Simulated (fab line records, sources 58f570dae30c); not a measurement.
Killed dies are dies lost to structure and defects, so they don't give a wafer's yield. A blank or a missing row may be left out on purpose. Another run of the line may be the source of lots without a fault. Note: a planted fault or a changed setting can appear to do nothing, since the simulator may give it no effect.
Which tool was responsible? :: flow berkeleyCmos170 :: 14 lots with 42 wafers sampled at 4 steps, on a route of 331 steps

== WHAT THE GAUGES SHOWED, per wafer ==
UCB170_NWELL_TW_MEAS_16.
lot: L404
measured: day 2 17:14
on: filmMetro-02
NWELL_TW: 1253 1255 1255

lot: L405
measured: day 2 20:26
on: filmMetro-02
NWELL_TW: 1264 1261 1262

lot: L406
measured: day 2 20:40
on: filmMetro-04
NWELL_TW: 1269 1273 1268

lot: L407
measured: day 3 08:49
on: filmMetro-04
NWELL_TW: 1271 1270 1265

lot: L409
measured: day 3 15:47
on: filmMetro-04
NWELL_TW: 1267 1273 1266

lot: L415
measured: day 4 23:32
on: filmMetro-02
NWELL_TW: 1261 1265 1265

lot: L414
measured: day 4 23:50
on: filmMetro-04
NWELL_TW: 1264 1262 1271

lot: L416
measured: day 5 07:53
on: filmMetro-02
NWELL_TW: 1262 1267 1260

lot: L417
measured: day 5 16:56
on: filmMetro-02
NWELL_TW: 1271 1272 1274

lot: L418
measured: day 5 17:11
on: filmMetro-04
NWELL_TW: 1264 1264 1264

lot: L420
measured: day 6 14:58
on: filmMetro-04
NWELL_TW: 1269 1273 1270

lot: L421
measured: day 6 15:06
on: filmMetro-02
NWELL_TW: 1251 1263 1257

lot: L424
measured: day 7 06:02
on: filmMetro-04
NWELL_TW: 1273 1266 1266

lot: L425
measured: day 7 06:02
on: filmMetro-02
NWELL_TW: 1270 1256 1262

UCB170_GATE_THK_MEAS_05.
lot: L404
measured: day 7 16:52
on: filmMetro-04
GATE_POLY_THK (nm): 214.0 216.5 215.0

lot: L405
measured: day 7 16:55
on: filmMetro-04
GATE_POLY_THK (nm): 216.8 216.6 217.1

lot: L406
measured: day 7 16:52
on: filmMetro-02
GATE_POLY_THK (nm): 214.3 215.0 215.2

lot: L407
measured: day 8 12:19
on: filmMetro-02
GATE_POLY_THK (nm): 215.6 216.2 216.7

lot: L409
measured: day 8 23:13
on: filmMetro-03
GATE_POLY_THK (nm): 210.6 208.5 207.9

lot: L415
measured: day 10 03:36
on: filmMetro-03
GATE_POLY_THK (nm): 213.7 214.0 213.7

lot: L414
measured: day 10 03:37
on: filmMetro-02
GATE_POLY_THK (nm): 216.1 215.3 215.9

lot: L416
measured: day 10 03:36
on: filmMetro-04
GATE_POLY_THK (nm): 218.0 218.2 219.2

lot: L417
measured: day 10 22:47
on: filmMetro-02
GATE_POLY_THK (nm): 214.3 212.9 212.9

lot: L418
measured: day 10 22:52
on: filmMetro-02
GATE_POLY_THK (nm): 217.3 216.0 215.9

lot: L420
measured: day 11 15:02
on: filmMetro-02
GATE_POLY_THK (nm): 215.5 215.7 215.6

lot: L421
measured: day 11 15:02
on: filmMetro-04
GATE_POLY_THK (nm): 214.1 213.1 212.7

lot: L424
measured: day 12 02:44
on: filmMetro-02
GATE_POLY_THK (nm): 216.5 216.6 216.4

lot: L425
measured: day 12 11:51
on: filmMetro-04
GATE_POLY_THK (nm): 213.9 215.2 214.2

UCB170_CONTACT_THK_MEAS_02.
lot: L404
measured: day 8 16:48
on: filmMetro-02
CONTACT_PSG_THK (nm): 696 690 687

lot: L405
measured: day 8 16:47
on: filmMetro-04
CONTACT_PSG_THK (nm): 716 718 716

lot: L406
measured: day 8 18:33
on: filmMetro-02
CONTACT_PSG_THK (nm): 716 714 712

lot: L407
measured: day 9 14:59
on: filmMetro-04
CONTACT_PSG_THK (nm): 705 708 710

lot: L409
measured: day 9 17:56
on: filmMetro-04
CONTACT_PSG_THK (nm): 702 701 697

lot: L415
measured: day 11 01:23
on: filmMetro-03
CONTACT_PSG_THK (nm): 705 707 701

lot: L414
measured: day 11 03:08
on: filmMetro-04
CONTACT_PSG_THK (nm): 712 707 703

lot: L416
measured: day 11 02:31
on: filmMetro-04
CONTACT_PSG_THK (nm): 696 698 698

lot: L417
measured: day 11 22:40
on: filmMetro-03
CONTACT_PSG_THK (nm): 687 694 696

lot: L418
measured: day 11 22:41
on: filmMetro-02
CONTACT_PSG_THK (nm): 699 688 691

lot: L420
measured: day 12 13:36
on: filmMetro-04
CONTACT_PSG_THK (nm): 697 697 701

lot: L421
measured: day 12 10:25
on: filmMetro-02
CONTACT_PSG_THK (nm): 702 699 700

lot: L424
measured: day 13 00:17
on: filmMetro-04
CONTACT_PSG_THK (nm): 692 690 688

lot: L425
measured: day 13 10:12
on: filmMetro-03
CONTACT_PSG_THK (nm): 692 687 687

== TOOL THAT RAN EACH LOT (tool first, then ch and the chambers of the sampled wafers, then the start) ==
lot: L404
UCB170_NWELL_IMPLANT_14: implanter-01 ch 0, day 2 17:00

lot: L405
UCB170_NWELL_IMPLANT_14: implanter-03 ch 0, day 2 20:11

lot: L406
UCB170_NWELL_IMPLANT_14: implanter-02 ch 0, day 2 20:25

lot: L407
UCB170_NWELL_IMPLANT_14: implanter-01 ch 0, day 3 08:34

lot: L409
UCB170_NWELL_IMPLANT_14: implanter-02 ch 0, day 3 15:32

lot: L415
UCB170_NWELL_IMPLANT_14: implanter-02 ch 0, day 4 23:17

lot: L414
UCB170_NWELL_IMPLANT_14: implanter-01 ch 0, day 4 23:35

lot: L416
UCB170_NWELL_IMPLANT_14: implanter-02 ch 0, day 5 07:38

lot: L417
UCB170_NWELL_IMPLANT_14: implanter-01 ch 0, day 5 16:41

lot: L418
UCB170_NWELL_IMPLANT_14: implanter-03 ch 0, day 5 16:57

lot: L420
UCB170_NWELL_IMPLANT_14: implanter-03 ch 0, day 6 14:43

lot: L421
UCB170_NWELL_IMPLANT_14: implanter-01 ch 0, day 6 14:51

lot: L424
UCB170_NWELL_IMPLANT_14: implanter-03 ch 0, day 7 05:47

lot: L425
UCB170_NWELL_IMPLANT_14: implanter-01 ch 0, day 7 05:48
- UCB170_NWELL_IMPLANT_14

== WHAT THE TOOLS THEMSELVES READ (means of the sampled wafers that have a number; where no wafer has one, the mark that the record gives instead) ==
UCB170_NWELL_IMPLANT_14.
lot: L404
tool: implanter-01
beamEnergyKeV: 149.99
doseIonsCm2: 9.9993e+12
endStationPressureTorr (Torr): 4.80e-06
faradayCurrentUA: 31.3

lot: L405
tool: implanter-03
beamEnergyKeV: 149.99
doseIonsCm2: 1.0005e+13
endStationPressureTorr (Torr): 5.18e-06
faradayCurrentUA: 32.1

lot: L406
tool: implanter-02
beamEnergyKeV: 149.97
doseIonsCm2: 1.0008e+13
endStationPressureTorr (Torr): 5.23e-06
faradayCurrentUA: 31.8

lot: L407
tool: implanter-01
beamEnergyKeV: 149.98
doseIonsCm2: 9.9950e+12
endStationPressureTorr (Torr): 5.05e-06
faradayCurrentUA: 32.3

lot: L409
tool: implanter-02
beamEnergyKeV: 149.94
doseIonsCm2: 1.0010e+13
endStationPressureTorr (Torr): 5.48e-06
faradayCurrentUA: 31.3

lot: L415
tool: implanter-02
beamEnergyKeV: 150.02
doseIonsCm2: 9.7997e+12
endStationPressureTorr (Torr): 4.96e-06
faradayCurrentUA: 30.8

lot: L414
tool: implanter-01
beamEnergyKeV: 150.01
doseIonsCm2: 1.0000e+13
endStationPressureTorr (Torr): 4.82e-06
faradayCurrentUA: 31.5

lot: L416
tool: implanter-02
beamEnergyKeV: 150.03
doseIonsCm2: 9.8087e+12
endStationPressureTorr (Torr): 5.33e-06
faradayCurrentUA: 30.7

lot: L417
tool: implanter-01
beamEnergyKeV: 149.99
doseIonsCm2: 1.0009e+13
endStationPressureTorr (Torr): 4.87e-06
faradayCurrentUA: 32.0

lot: L418
tool: implanter-03
beamEnergyKeV: 149.93
doseIonsCm2: 1.0001e+13
endStationPressureTorr (Torr): 5.13e-06
faradayCurrentUA: 31.7

lot: L420
tool: implanter-03
beamEnergyKeV: 150.01
doseIonsCm2: 1.0005e+13
endStationPressureTorr (Torr): 4.85e-06
faradayCurrentUA: 30.8

lot: L421
tool: implanter-01
beamEnergyKeV: 150.04
doseIonsCm2: 1.0014e+13
endStationPressureTorr (Torr): 5.11e-06
faradayCurrentUA: 31.8

lot: L424
tool: implanter-03
beamEnergyKeV: 149.99
doseIonsCm2: 9.9937e+12
endStationPressureTorr (Torr): 4.95e-06
faradayCurrentUA: 31.6

lot: L425
tool: implanter-01
beamEnergyKeV: 149.97
doseIonsCm2: 9.9967e+12
endStationPressureTorr (Torr): 5.20e-06
faradayCurrentUA: 31.5

== THE ANSWER, worked out from the rows above alone ==
Rule: the usual values come from the lots themselves. The widest of any qualifying gaps counts: lots, ordered by their means at a reading, are off when they make up no more than a third of the lots, leave a main group of 4 or more, and stand apart from it by 3 or more times the standard deviation of that group's means. A main group whose means are all the same, to the digits that the tables above print for the reading, isn't used. A lot without any number at a reading at which 4 lots or more have one is off too. The other lots that the step has rows for count as sound. After the gauges, taken in route order, come the tools' own readings; for these a lot's mean is taken, as printed above. The first step at which some lot is off is used, and at that step the reading that is off furthest; a lot without a number counts as furthest.
Off, at UCB170_NWELL_IMPLANT_14 on doseIonsCm2: L415, L416. Main group: mean 1.0003e+13, sd 6.2e+09.
A tool fits if, at that step or a process step before it, it ran every lot that is off, and no sound lot after the first of them. One fits: implanter-02 at UCB170_NWELL_IMPLANT_14. Its last sound lot is L409 (day 3 15:32), its first lot that is off L415 (day 4 23:17): a fault that began between those two fits.
On the lots that are off, the tool's own readings at UCB170_NWELL_IMPLANT_14 differ by more than 5 times the standard deviation of the sound lots' means, which bears it out; doseIonsCm2 reads 9.8042e+12 there versus 1.0003e+13 on the sound lots.

== WHAT HAD BEEN PUT IN BY THE SIMULATOR ==
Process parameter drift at UCB170_NWELL_IMPLANT_14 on implanter-02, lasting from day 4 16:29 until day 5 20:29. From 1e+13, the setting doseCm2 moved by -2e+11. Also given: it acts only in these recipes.
Shown lots that were struck: L415, L416. The rule above reached the same finding.
